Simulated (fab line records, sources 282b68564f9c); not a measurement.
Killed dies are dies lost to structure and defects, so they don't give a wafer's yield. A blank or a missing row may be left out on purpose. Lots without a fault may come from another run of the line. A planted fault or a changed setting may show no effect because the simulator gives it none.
fab line records | flow rit_cmos
record lots=6 wafers=18 last_day=7
route steps=202 shown GATE@83 M1@202
lots that met no fault: from a run of the same line without faults
start_h: hours from the record's first day to the start of the lot's first wafer shown | wait_h: hours since the lot's step before | " the same as in the row above | L1.1+2: a row that stands for several wafers | - no value, or no start given | * or withheld: withheld | < > ~ a bound
route shown NAME@n: a module of which the file shows steps, and the number in the route of the first | usual: mean/standard deviation of fault-free wafers | same: alike in all rows | chamber/n: place in a boat | sites: the reading at each site | _std_site: their standard deviation | _edge_site: outer sites' mean less inner sites' | radius_mm: how far each site lies from the wafer's centre | mask NAME#n: copy n | behind: the tool/chamber that last shaped the wafer | hold: why the lot was held/for how many hours/how that ended | device: the transistor (n, p or np) that didn't switch | end of line: the same wafers' tests at the end of the route | a step without rows: its recipe alone | killed: dies lost to structure and defects at the first sort, not the wafer's yield | map: a wafer's dies, x killed, . not, _ none there
set.NAME: the setting as run; set.NAME@STEP: as run at that earlier step | model.NAME: the simulator's own value behind a step, which no gauge read
lots at some steps of the route; a table a step, a row a wafer
services: from which hour (start_h, from the record's first day; less than 0 if before it) a tool's chamber was out of use, for how many hours, and why
## steps
# step RIT_GATE_THK_MEAS_07
# recipe reads=SiO2_of_GATE_OXIDATION_05
# usual GATE_OXIDE_THK=3.01/0.066
# columns lot.wafer tool chamber start_h wait_h GATE_OXIDE_THK[nm]
L727.1 film_metro-03 - 33.16 0.0 3.01
L727.3 " - " " 3.09
L727.6 " - " " 3.05
L734.1 film_metro-03 - 69.03 0.0 3.07
L734.2 " - " " 3.12
L734.3 " - " " 3.13
L740.1 film_metro-01 - 103.40 0.0 3.07
L740.4 " - " " 3.13
L740.6 " - " " 3.10
L741.3 film_metro-03 - 108.42 0.0 3.00
L741.4 " - " " 3.05
L741.6 " - " " 3.05
L743.2 film_metro-02 - 121.93 0.0 3.13
L743.5 " - " " 3.15
L743.6 " - " " 3.11
L750.1 film_metro-02 - 153.76 0.0 2.98
L750.2 " - " " 2.96
L750.6 " - " " 2.99
# step RIT_GATE_CVD_08
# recipe material=poly-Si target_thk_nm=250 temp_c=610 precursor=SiH4 time_s=2220 pressure_mtorr=300 sih4_flow_sccm=100
# step RIT_GATE_THK_MEAS_09
# recipe reads=poly-Si_of_GATE_CVD_08
# usual GATE_POLY_THK=250.3/2
# columns lot.wafer tool chamber start_h wait_h GATE_POLY_THK[nm]
L727.1 film_metro-01 - 34.84 0.0 250.9
L727.3 " - " " 251.5
L727.6 " - " " 251.7
L734.1 film_metro-01 - 70.71 0.0 250.1
L734.2 " - " " 249.8
L734.3 " - " " 251.3
L740.1 film_metro-01 - 105.08 0.0 249.1
L740.4 " - " " 248.4
L740.6 " - " " 249.0
L741.3 film_metro-03 - 110.10 0.0 252.5
L741.4 " - " " 251.0
L741.6 " - " " 252.5
L743.2 film_metro-02 - 123.61 0.0 252.1
L743.5 " - " " 252.2
L743.6 " - " " 251.5
L750.1 film_metro-02 - 155.44 0.0 254.0
L750.2 " - " " 255.3
L750.6 " - " " 254.6
# step RIT_GATE_HMDS_10
# recipe prime_time_s=60 prime_temp_c=140
# step RIT_GATE_COAT_11
# recipe resist=NOVOLAK spin_rpm=4250 resist_thk_nm=850
# step RIT_GATE_SOFTBAKE_12
# recipe resist=NOVOLAK temp_c=90 time_s=60
# step RIT_GATE_EXPOSE_13
# recipe mask_id=M6 na=0.6 source_shape=conventional sigma_outer=0.6 target_cd_nm=150 dose_mj=380
# step RIT_GATE_PEB_14
# recipe resist=NOVOLAK temp_c=withheld time_s=withheld
# step RIT_GATE_DEVELOP_15
# recipe resist=NOVOLAK develop_time_s=50 dev_temp_c=23
# step RIT_GATE_CD_MEAS_16
# recipe target_cd_nm=150
# usual cd_nm=149.3/2.1
# columns lot.wafer tool chamber start_h wait_h cd_nm
L727.1 cd_sem-01 - 35.75 - 145.0
L727.3 " - " " 146.3
L727.6 " - " " 145.7
L734.1 cd_sem-01 - 71.74 - 150.2
L734.2 " - " " 149.6
L734.3 " - " " 146.9
L740.1 cd_sem-02 - 106.12 - 149.7
L740.4 " - " " 148.8
L740.6 " - " " 150.9
L741.3 cd_sem-01 - 111.03 - 147.1
L741.4 " - " " 146.1
L741.6 " - " " 147.8
L743.2 cd_sem-01 - 124.71 - 150.3
L743.5 " - " " 148.2
L743.6 " - " " 149.1
L750.1 cd_sem-02 - 156.47 - 149.7
L750.2 " - " " 148.5
L750.6 " - " " 148.0
# step RIT_GATE_OVL_MEAS_17
# usual GATE_OVL=0.7/1.3
# columns lot.wafer tool chamber start_h wait_h GATE_OVL[nm]
L727.1 overlay-02 - 35.87 0.1 1.3
L727.3 " - " " 0.3
L727.6 " - " " 2.0
L734.1 overlay-02 - 71.86 0.1 3.0
L734.2 " - " " 2.7
L734.3 " - " " 0.8
L740.1 overlay-02 - 106.24 0.1 2.6
L740.4 " - " " 3.5
L740.6 " - " " 1.5
L741.3 overlay-01 - 111.12 0.1 -0.3
L741.4 " - " " 1.1
L741.6 " - " " 0.0
L743.2 overlay-02 - 124.82 0.1 0.0
L743.5 " - " " -0.2
L743.6 " - " " 0.1
L750.1 overlay-02 - 156.59 0.1 2.8
L750.2 " - " " 0.5
L750.6 " - " " 0.0
# step RIT_GATE_HARDBAKE_18
# recipe resist=NOVOLAK temp_c=140 time_s=60
# step RIT_GATE_ETCH_19
# recipe chemistry=SF6/CHF3/O2 time_s=165 SF6_flow_sccm=30 CHF3_flow_sccm=30 O2_flow_sccm=5 target=poly-Si pressure_mtorr=40 rf_w=160 target_depth_a=3125 over_etch_frac=0.25 stop_on=SiO2
# usual O2_flow_sccm=4.999/0.015 drypump_motor_current_A=5.4/0.35 oes_product_au=0.847/0.013 throttle_valve_pct=10.23/0.13
# columns lot.wafer tool chamber start_h wait_h O2_flow_sccm drypump_motor_current_A oes_product_au rf_hours_counter_h throttle_valve_pct model.NOVOLAK_of_GATE_COAT_11.thk_nm
L727.1 rie_si-02 3 36.05 0.1 5.009 5.2 0.823 72 10.30 670.4
L727.3 " 2 " " 4.998 5.7 0.851 111 10.11 668.5
L727.6 " 1 " " 5.006 5.9 0.851 - 10.19 666.3
L734.1 rie_si-01 1 72.05 0.1 4.996 5.5 0.883 149 10.48 667.9
L734.2 " 3 " " 4.987 4.9 0.842 75 10.16 669.1
L734.3 " 0 " " 5.003 4.9 0.863 52 10.04 669.2
L740.1 rie_si-01 0 106.42 0.1 4.958 4.9 0.847 52 10.05 672.3
L740.4 " 3 " " 5.012 4.9 0.840 75 10.16 671.5
L740.6 " 1 " " 5.017 5.5 0.868 - 10.48 672.1
L741.3 rie_si-02 0 111.37 0.1 4.999 5.5 0.868 2 10.21 680.6
L741.4 " 1 " " 5.002 5.9 0.845 29 10.21 680.1
L741.6 " 0 " " 4.993 5.5 0.859 - 10.19 680.2
L743.2 rie_si-02 2 125.10 0.1 5.006 5.7 0.847 112 10.12 681.6
L743.5 " 0 " " 5.011 5.5 0.854 - 10.21 680.1
L743.6 " 3 " " 5.010 5.2 0.823 - 10.31 683.1
L750.1 rie_si-01 2 156.78 0.1 4.999 5.8 0.852 101 10.29 672.4
L750.2 " 1 " " 4.988 5.5 0.853 0 10.51 669.4
L750.6 " 0 " " 4.985 4.9 0.862 - 10.04 669
# step RIT_GATE_STRIP_20
# recipe chemistry=O2 time_s=180 resist=NOVOLAK platen_temp_c=withheld power_w=500 pressure_mtorr=4000 o2_flow_sccm=4000
# usual drypump_motor_current_A=5.27/0.24
# columns lot.wafer tool chamber start_h wait_h drypump_motor_current_A rf_hours_counter_h
L727.1 plasma_asher-04 1 36.16 0.1 4.97 39
L727.3 " 1 " " 4.95 -
L727.6 " 1 " " 4.95 -
L734.1 plasma_asher-01 1 72.15 0.1 5.47 41
L734.2 " 0 " " 5.48 41
L734.3 " 0 " " 5.48 -
L740.1 plasma_asher-02 0 106.53 0.1 5.51 47
L740.4 " 1 " " 5.09 -
L740.6 " 1 " " 5.10 -
L741.3 plasma_asher-02 0 111.54 0.1 5.51 -
L741.4 " 1 " " 5.10 -
L741.6 " 0 " " 5.52 -
L743.2 plasma_asher-01 1 125.21 0.1 5.49 1
L743.5 " 1 " " 5.51 -
L743.6 " 0 " " 5.44 -
L750.1 plasma_asher-04 1 156.88 0.1 4.93 51
L750.2 " 0 " " 5.05 51
L750.6 " 1 " " 4.95 -
# step RIT_M1_PROBE_99
# usual killed_at_front_end=7.1/2.8 killed_dies=7.2/2.8 killed_open=3.5/2 killed_short=3.7/1.9
# same gross_dies=264 killed_at_M0_to_M3=0 killed_at_M4_up=0 killed_at_back_side=0 killed_at_contacts=0 killed_at_other=0
# columns lot.wafer tool chamber start_h wait_h killed_at_front_end killed_dies killed_open killed_short model.etest.poly_comb_over_steps.leak_log10_a_um
L727.1 prober-01 - 56.28 0.1 15 15 8 7 -12.6
L727.3 prober-01 - 56.38 0.2 6 6 4 2 -12.91
L727.6 prober-01 - 56.53 0.2 5 5 0 5 -12.74
L734.1 prober-02 - 93.80 0.1 12 12 6 6 -12.8
L734.2 prober-02 - 93.85 0.1 9 9 4 5 -12.83
L734.3 prober-02 - 93.90 0.2 8 8 2 6 -12.69
L740.1 prober-02 - 128.67 0.1 1 1 0 1 -12.76
L740.4 prober-02 - 128.82 0.2 7 7 3 4 -12.77
L740.6 prober-02 - 128.92 0.2 7 7 6 1 -12.89
L741.3 prober-01 - 135.61 0.2 9 9 2 7 -7.214
L741.4 prober-01 - 135.66 0.2 9 9 5 4 -8.19
L741.6 prober-01 - 135.76 0.2 17 17 6 11 -8.148
L743.2 prober-01 - 149.02 0.1 9 9 4 4 -7.324
L743.5 prober-01 - 149.17 0.2 7 7 2 4 -6.6
L743.6 prober-01 - 149.22 0.2 6 6 1 4 -4.359
L750.1 prober-02 - 179.02 0.1 4 4 2 2 -12.8
L750.2 prober-02 - 179.07 0.1 6 6 4 2 -12.71
L750.6 prober-02 - 179.27 0.2 4 4 2 2 -12.8
# killed by level:class
L727.1 SILICIDE:geometric_particle:open=4 GATE:geometric_particle:short=3 GATE:geometric_particle:open=2 SILICIDE:geometric_particle:short=2 FOX1:geometric_particle:short=1 REOX:geometric_particle:open=1 SPACER:geometric_particle:short=1 SPACER:geometric_particle:open=1
L727.3 FOX1:geometric_particle:short=2 SPACER:geometric_particle:open=2 FOX1:geometric_particle:open=1 GATE:geometric_particle:open=1
L727.6 SPACER:geometric_particle:short=3 FOX2:geometric_particle:short=1 SILICIDE:geometric_particle:short=1
L734.1 FOX1:geometric_particle:open=2 FOX1:geometric_particle:short=2 GATE:geometric_particle:open=2 GATE:geometric_particle:short=1 REOX:geometric_particle:open=1 REOX:geometric_particle:short=1 SPACER:geometric_particle:open=1 SPACER:geometric_particle:short=1
L734.2 FOX1:geometric_particle:short=2 FOX1:geometric_particle:open=2 SPACER:geometric_particle:short=2 GATE:geometric_particle:open=1 GATE:geometric_particle:short=1 SILICIDE:geometric_particle:open=1
L734.3 FOX2:geometric_particle:short=3 FOX1:geometric_particle:short=1 FOX2:geometric_particle:open=1 GATE:geometric_particle:open=1 REOX:geometric_particle:short=1 SILICIDE:geometric_particle:short=1
L740.1 FOX1:geometric_particle:short=1
L740.4 REOX:geometric_particle:short=2 SILICIDE:geometric_particle:short=2 SILICIDE:geometric_particle:open=2 REOX:geometric_particle:open=1
L740.6 FOX1:geometric_particle:open=2 FOX2:geometric_particle:open=1 GATE:geometric_particle:short=1 GATE:geometric_particle:open=1 REOX:geometric_particle:open=1 SILICIDE:geometric_particle:open=1
L741.3 GATE:geometric_particle:short=3 SPACER:geometric_particle:short=2 FOX1:geometric_particle:short=1 REOX:geometric_particle:open=1 REOX:geometric_particle:short=1 SPACER:geometric_particle:open=1
L741.4 GATE:geometric_particle:open=4 GATE:geometric_particle:short=2 FOX1:geometric_particle:short=1 REOX:geometric_particle:short=1 SILICIDE:geometric_particle:open=1
L741.6 GATE:geometric_particle:short=4 SILICIDE:geometric_particle:short=3 GATE:geometric_particle:open=2 FOX2:geometric_particle:open=2 REOX:geometric_particle:short=2 FOX1:geometric_particle:open=1 FOX1:geometric_particle:short=1 SPACER:geometric_particle:short=1
L743.2 GATE:geometric_particle:short=3 GATE:geometric_particle:open=2 REOX:geometric_particle:open=2 REOX:geometric_particle:short=1 PSD:coat_microbubble_printed=1
L743.5 FOX2:geometric_particle:short=2 SPACER:geometric_particle:short=2 FOX2:geometric_particle:open=1 SILICIDE:geometric_particle:open=1 PSD:coat_microbubble_printed=1
L743.6 FOX1:geometric_particle:short=2 GATE:geometric_particle:short=1 GATE:geometric_particle:open=1 SILICIDE:geometric_particle:short=1 GATE:area_etch=1
L750.1 FOX1:geometric_particle:short=2 GATE:geometric_particle:open=1 SILICIDE:geometric_particle:open=1
L750.2 FOX1:geometric_particle:short=2 GATE:geometric_particle:open=2 REOX:geometric_particle:open=2
L750.6 GATE:geometric_particle:short=2 FOX1:geometric_particle:open=1 SILICIDE:geometric_particle:open=1
## services
# columns tool chamber start_h hours kind
rie_si-01 - 69.51 0.6 repair
plasma_asher-01 - 87.05 0.5 repair
plasma_asher-01 - 108.75 9.0 pm
plasma_asher-01 0 108.75 9.0 vent_cycle
plasma_asher-01 1 108.75 9.0 vent_cycle
rie_si-01 1 113.01 - clean
rie_si-01 1 113.01 15.0 scheduled_down
rie_si-01 1 113.01 15.0 vent_cycle
plasma_asher-01 0 117.75 - clean
plasma_asher-01 1 117.75 - clean
plasma_asher-02 - 119.68 1.4 repair
rie_si-01 0 137.03 6.4 repair
## key
first_sign none at tools or gauges
model_effect step=RIT_GATE_ETCH_19 value=NOVOLAK_of_GATE_COAT_11.thk_nm without=670.3 struck=680.9
model_effect step=RIT_M1_PROBE_99 value=etest.poly_comb_over_steps.leak_log10_a_um without=-12.78 struck=-6.973
met_at RIT_GATE_ETCH_19
struck_wafers L741.3,L741.4,L741.6,L743.2,L743.5,L743.6
tester_left_out L741,L743
onset_between 36.05 111.37
fault kind=process_parameter_drift tool=rie_si-02 chamber=- onset_h=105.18 steps=RIT_GATE_ETCH_19 channel=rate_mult offset=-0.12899 shape=step end_h=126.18
# tester_left_out: of these lots the tester's yield and bins aren't shown, on N5 and GAA mostly nor the transistor test; their killed dies are dies lost to structure and defects alone, not to doping, threshold or leakage, so they don't give the yield
